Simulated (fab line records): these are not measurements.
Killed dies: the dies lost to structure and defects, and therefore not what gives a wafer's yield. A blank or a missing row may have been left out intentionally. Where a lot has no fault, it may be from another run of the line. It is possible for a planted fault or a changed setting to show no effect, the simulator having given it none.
One fault through the eyes of 2 desks    flow ritCmos    each desk holds nothing but its own numbers, with what lay behind them at the end

DESK OF THE TOOL OWNER: furnace-03
The tool's own readings at RIT_ACTIVE_OXIDATION_01 (target thk 46.8 nm, ox time 3360 s): means of the sampled wafers that have a number, for each lot that ran on this tool. A lot is out of limits, marked OUT, if its mean lies more than 4 standard deviations from the usual mean; the brackets give that distance.
Columns: A = oxTempCMax at RIT_ACTIVE_OXIDATION_01, usual 1006.1; B = spikeTcLoadC at RIT_ACTIVE_OXIDATION_01, usual 1030.0 C; C = zonePowerLoadPct at RIT_ACTIVE_OXIDATION_01, usual 34.4 %
lot   first seen here  A       B       C
L772  day 2 01:07      1007.0  1030.3  35.9
L774  day 2 11:07      1006.7  1030.4  36.0
L775  day 2 16:07      1007.3  1031.4  35.7
L779  day 3 12:07      1006.0  1031.5  36.0
L791  day 6 00:07      1006.4  1032.0  35.3
Result from this desk: across the 5 lots, nothing is out of limits.

AT THE METROLOGY DESK
Lot by lot, what the gauges showed, no matter which tool ran the lot: averages of those sampled wafers that carry a number. A lot is out of limits, marked OUT, if its mean lies more than 4 standard deviations from the usual mean; the brackets give that distance.
Columns: A = ACTIVE_OXIDE_THK at RIT_ACTIVE_THK_MEAS_02, usual 46.8 nm
lot   first seen here  A
L769  day 1 12:56      47.5
L770  day 1 20:02      45.9
L771  day 1 22:03      46.3
L772  day 2 03:04      46.5
L773  day 2 08:08      47.8
L774  day 2 13:04      46.5
L775  day 2 18:04      28.2 (-21) OUT
L776  day 2 23:03      46.7
L777  day 3 04:03      47.8
L778  day 3 09:03      45.7
L779  day 3 14:03      30.0 (-19) OUT
L784  day 4 15:03      47.7
L791  day 6 02:04      46.5
L792  day 6 07:04      47.8
This desk reports L775, L779 out of limits; the earliest was L775 at day 2 18:04 (ACTIVE_OXIDE_THK at RIT_ACTIVE_THK_MEAS_02). L769, L770, L771, L772, L773, L774, L776, L777, L778, L784, L791, L792 stayed within limits.

BROUGHT TOGETHER
At day 2 18:04 the metrology desk could have sounded an alarm, on L775, L779.
The tool owner's desk saw nothing out of limits.
Tool owner's desk: L775, L779 on record, inside its limits.
All the named lots went through RIT_ACTIVE_OXIDATION_01 on furnace-03.

WHAT THE SIMULATOR PUT IN
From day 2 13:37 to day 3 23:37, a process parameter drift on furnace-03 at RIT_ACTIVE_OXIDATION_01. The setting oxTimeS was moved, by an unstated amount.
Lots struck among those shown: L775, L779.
Per desk, hours elapsed from the start of the fault to the first reading out of limits: for the metrology desk, 4.
